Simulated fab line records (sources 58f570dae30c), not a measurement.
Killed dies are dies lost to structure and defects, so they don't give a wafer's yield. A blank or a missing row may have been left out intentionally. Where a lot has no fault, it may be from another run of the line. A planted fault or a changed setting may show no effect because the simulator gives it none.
The same fault as seen by 2 desks -- flow berkeley cmos170 -- every desk sees just its own numbers, and what lay behind them comes last

## AT THE METROLOGY DESK
What the gauges read, lot by lot, whatever tool the lot ran on: means of the sampled wafers that have a number. A lot is out of limits, marked OUT, if its mean lies more than 4 standard deviations from the usual mean; the brackets give that distance.
Columns: A = M3_BOW at UCB170_M3_BOW_MEAS_20, usual 35 um
lot,first seen here,A
L867,day 8 09:22,39
L868,day 9 00:00,35
L869,day 9 08:24,29
L870,day 9 13:04,36
L873,day 10 08:56,38
L874,day 10 09:41,25
L876,day 10 19:55,43
L882,day 11 20:44,41
L883,day 12 01:55,38
L881,day 12 02:08,43
L884,day 12 11:46,30
L889,day 12 22:06,31
L888,day 13 03:29,27
L890,day 13 20:33,32
This desk found nothing out of limits on any of the 14 lots.

## AT THE TOOL OWNER'S DESK: rie diel-03
The tool's own readings at UCB170_CONTACT_ETCH_18 (etches PSG in CHF3/CF4/Ar, stops on TiSi2, target depth 840 nm, time 195 s): means of the sampled wafers that have a number, for each lot that ran on this tool. A lot is out of limits, marked OUT, if its mean lies more than 4 standard deviations from the usual mean; the brackets give that distance.
Columns: A = drypump motor current A at UCB170_CONTACT_ETCH_18, usual 5.59 A; B = oes product au at UCB170_CONTACT_ETCH_18, usual 0.900 a.u.; C = throttle valve pct at UCB170_CONTACT_ETCH_18, usual 6.89 %
lot,first seen here,A,B,C
L867,day 7 15:00,5.70,0.896,6.96
L868,day 8 09:00,5.63,0.906,6.91
L873,day 9 15:00,5.47,0.895,7.01
L876,day 9 23:00,5.44,0.908,7.08
This desk found nothing out of limits on any of the 4 lots.

## TAKEN TOGETHER
From the metrology desk's view, nothing was out of limits.
The tool owner's desk saw nothing out of limits.

## WHAT THE SIMULATOR PUT IN
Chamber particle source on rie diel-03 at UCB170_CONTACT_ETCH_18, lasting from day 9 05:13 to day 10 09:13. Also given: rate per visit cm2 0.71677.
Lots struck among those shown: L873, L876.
